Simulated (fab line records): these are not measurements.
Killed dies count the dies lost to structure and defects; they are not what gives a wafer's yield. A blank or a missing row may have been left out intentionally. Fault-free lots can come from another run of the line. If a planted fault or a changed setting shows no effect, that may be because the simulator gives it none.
A struck lot beside a sound one -- flow berkeleyCmos170 -- 14 out of 331 route steps
Sound: these wafers, L599.1, L599.4, L599.6. Wafers L596.1, L596.4, L596.5 were the ones struck. The cause is given at the end.
Order at every step that has rows: each side's tool, ch and its chambers, its first start. Under that, the readings that differ: sound wafers -- struck wafers -- difference of the means -- sigmas: that difference in standard deviations of wafers without a fault.
alike: same words and numbers on both sides, and readings whose means sit less than 2 such deviations apart. not compared: any withheld reading, any reading some wafer has no value for, any bound like >300 that may hide the same value, and any number with overlapping values for which the record gives no deviation.
The two part at a step that has a row with sigmas, a row that says differs or no value, or rows on one side only. When numbers do not overlap yet have no deviation, they are printed without sigmas and do not part them. A reading missing from all wafers of one side parts the sides only when that side holds two or more wafers.

first, 1 step without rows for these wafers: UCB170_PSD_DEVELOP_05 (develop time 45 s).
UCB170_PSD_CD_MEAS_06: target cd 1200 nm.
  sound: cdSem-02 at day 10 10:03; struck: cdSem-01 at day 9 16:21
  alike: cdNm
UCB170_PSD_OVL_MEAS_07:
  sound: overlay-01 at day 10 10:10; struck: overlay-01 at day 9 16:28
  alike: PSD_OVL
following that, these wafers have no rows for 1 step: UCB170_PSD_IMPLANT_08.
UCB170_PSD_STRIP_09: strips in O2.
  sound on plasmaAsher-01 ch 1, day 10 10:21; struck on plasmaAsher-01 ch 0,1, day 9 16:40
reading,sound,struck,difference,sigmas
stripTimeToEndpointS (s),29.51 29.52 29.44,29.26 29.31 29.23,-0.22,-3
  alike: drypumpMotorCurrentA, oesProductAu
  not compared: rfHoursCounterH
UCB170_PSD_TW_MEAS_10:
  sound: filmMetro-01 at day 10 10:27; struck: filmMetro-03 at day 9 16:46
reading,sound,struck,difference,sigmas
PSD_TW,2346 2354 2352,2303 2289 2286,-58,-3
then, 6 steps without rows for these wafers: UCB170_PSD_CLEAN_11 (cleans in SPM, time 600 s); UCB170_NSD_HMDS_00 (prime time 60 s); UCB170_NSD_COAT_01 (resist thk 900 nm); UCB170_NSD_SOFTBAKE_02 (time 60 s); UCB170_NSD_EXPOSE_03 (exposes mask NSELECT MOD, target cd 1200 nm); UCB170_NSD_PEB_04.
UCB170_NSD_DEVELOP_05: develop time 45 s.
  struck on lithoTrack-02, day 9 17:00; sound on lithoTrack-02 ch 0, day 10 11:00
  no value came back on the struck wafers for chillPlateTempC (C), developTimeS (s); on the sound wafers chillPlateTempC (C) reads 23.01 22.99 22.78
reading,sound,struck,difference,sigmas
model.KrF_of_NSD_COAT_01.thkNm (nm),886.4 887.8 888.5,897 897.8 897.6,+10,
UCB170_NSD_CD_MEAS_06: target cd 1200 nm.
  sound: cdSem-01 at day 10 12:01; struck: cdSem-01 at day 9 18:17
reading,sound,struck,difference,sigmas
cdNm (nm),1198.8 1196.8 1199.5,- - -,no value on the struck wafers,

## WHERE THEY PART
At UCB170_PSD_STRIP_09 first; at UCB170_NSD_CD_MEAS_06 last (within this record only).

WHY: the cause the simulator had injected
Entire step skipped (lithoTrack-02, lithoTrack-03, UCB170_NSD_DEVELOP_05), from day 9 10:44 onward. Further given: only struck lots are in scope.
